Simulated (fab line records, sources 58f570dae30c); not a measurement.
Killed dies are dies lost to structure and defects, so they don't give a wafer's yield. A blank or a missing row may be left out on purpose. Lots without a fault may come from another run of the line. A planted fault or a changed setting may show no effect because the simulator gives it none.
One fault seen from 2 desks | flow berkeley_cmos170 | each desk has only its own numbers; what lay behind them comes last

THE METROLOGY DESK
What the gauges read, lot by lot, whatever tool the lot ran on: means of the sampled wafers that have a number. A lot is out of limits, marked OUT, if its mean lies more than 4 standard deviations from the usual mean; the brackets give that distance.
Columns: A = NSD_TW at UCB170_NSD_TW_MEAS_10, usual 4151; B = NSD_RS at UCB170_SDANNEAL_RS_MEAS_03, usual 37.26 ohm/sq
lot  | first seen here | A               | B
L245 | day 6 20:32     | 4194            | 37.16
L247 | day 7 05:42     | 4199            | 37.20
L246 | day 7 06:44     | 4099            | 37.28
L250 | day 8 00:35     | 4129            | 37.26
L249 | day 8 00:54     | 4134            | 37.26
L251 | day 8 09:38     | 4136            | 37.26
L254 | day 8 18:53     | 4102            | 37.41
L253 | day 8 19:02     | 4178            | 37.17
L258 | day 9 09:31     | 4228            | 37.26
L259 | day 10 02:02    | 4106            | 37.28
L261 | day 10 02:18    | 4248            | 36.13 (-14) OUT
L263 | day 10 15:14    | 4336 (+4.8) OUT | 36.21 (-13) OUT
L264 | day 11 00:22    | 4135            | 37.24
L267 | day 11 06:45    | 4133            | 37.07
This desk's finding: out of limits on L261, L263; first on L261, day 10 03:37 (NSD_RS at UCB170_SDANNEAL_RS_MEAS_03). In limits: L245, L247, L246, L250, L249, L251, L254, L253, L258, L259, L264, L267.

THE TOOL OWNER'S DESK: implanter-01
The tool's own readings at UCB170_NSD_IMPLANT_08: means of the sampled wafers that have a number, for each lot that ran on this tool. A lot is out of limits, marked OUT, if its mean lies more than 4 standard deviations from the usual mean; the brackets give that distance.
Columns: A = beam_energy_keV at UCB170_NSD_IMPLANT_08, usual 39.998; B = beam_on_s at UCB170_NSD_IMPLANT_08, usual 9.97 s; C = faraday_current_uA at UCB170_NSD_IMPLANT_08, usual 9284; D = tilt_deg at UCB170_NSD_IMPLANT_08, usual 7.002 degrees
lot  | first seen here | A                        | B    | C    | D
L251 | day 8 09:24     | 40.000                   | 9.62 | 9601 | 7.017
L254 | day 8 18:38     | 39.975                   | 9.98 | 9266 | 6.989
L261 | day 10 02:05    | 44.172 (+99 or more) OUT | 9.94 | 9279 | 7.018
L263 | day 10 15:01    | 44.150 (+99 or more) OUT | 9.92 | 9301 | 6.994
This desk's finding: out of limits on L261, L263; first on L261, day 10 02:05 (beam_energy_keV at UCB170_NSD_IMPLANT_08). In limits: L251, L254.

PUT TOGETHER
The tool owner's desk could have raised an alarm at day 10 02:05, on L261, L263.
The metrology desk could have raised an alarm at day 10 03:37, on L261, L263.
Of the lots named, all ran UCB170_NSD_IMPLANT_08 on implanter-01.

WHAT THE SIMULATOR HAD PUT IN
Process parameter drift: implanter-01, from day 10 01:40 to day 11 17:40, at UCB170_NSD_IMPLANT_08. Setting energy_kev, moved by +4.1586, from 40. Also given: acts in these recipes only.
Lots struck among those shown: L261, L263.
Hours from the fault's start to each desk's first reading out of limits: the tool owner's desk, 0; the metrology desk, 2.
